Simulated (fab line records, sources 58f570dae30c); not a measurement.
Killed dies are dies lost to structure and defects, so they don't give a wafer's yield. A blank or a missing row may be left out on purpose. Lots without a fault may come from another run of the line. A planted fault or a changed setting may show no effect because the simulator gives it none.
Chamber matching | flow berkeley_cmos170 | UCB170_V2_CMP_02 on cmp-01: 4 sister chambers
The step polishes SiO2. 8 wafers are shown with their chamber, then 10 later ones without.

WAFERS WITH THEIR CHAMBER
wafer  | chamber | motor_current_A (A)
L326.2 | 1       | 19.9
L326.5 | 3       | 14.8
L329.2 | 2       | 16.5
L329.3 | 1       | 19.4
L332.1 | 2       | 15.8
L332.5 | 0       | 17.5
L331.1 | 0       | 18.0
L331.2 | 3       | 14.2

WAFERS WITHOUT THEIR CHAMBER
wafer  | motor_current_A (A)
L331.6 | 15.1
L338.1 | 14.2
L338.2 | 17.1
L338.3 | 18.5
L339.1 | 19.4
L339.2 | 16.5
L339.5 | 14.9
L344.1 | 15.8
L344.2 | 15.1
L344.3 | 17.6

WHICH CHAMBER EACH WENT THROUGH
wafer  | from the rows above     | in truth
L331.6 | can't be placed: 3 or 2 | 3
L338.1 | 3                       | 3
L338.2 | can't be placed: 0 or 2 | 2
L338.3 | can't be placed: 0 or 1 | 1
L339.1 | 1                       | 1
L339.2 | 2                       | 2
L339.5 | 3                       | 3
L344.1 | 2                       | 2
L344.2 | can't be placed: 3 or 2 | 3
L344.3 | 0                       | 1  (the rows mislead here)
Placed correctly: 5 of 10. Can't be placed from these rows: 4 (the true chamber is among the candidates in 4). Placed wrongly: 1.
How it was worked out, from the rows above alone: a wafer's distance from a chamber is the root of the sum, over the readings, of the square of ((its reading less the chamber's mean) divided by the reading's scatter). The wafer belongs to the nearest chamber; if the next one is less than 2 further off, it can't be placed. A chamber's mean is the mean of its shown wafers. The scatter: the root of (the sum of the squares of (reading less its chamber's mean) over the shown wafers, divided by (wafers less chambers)).
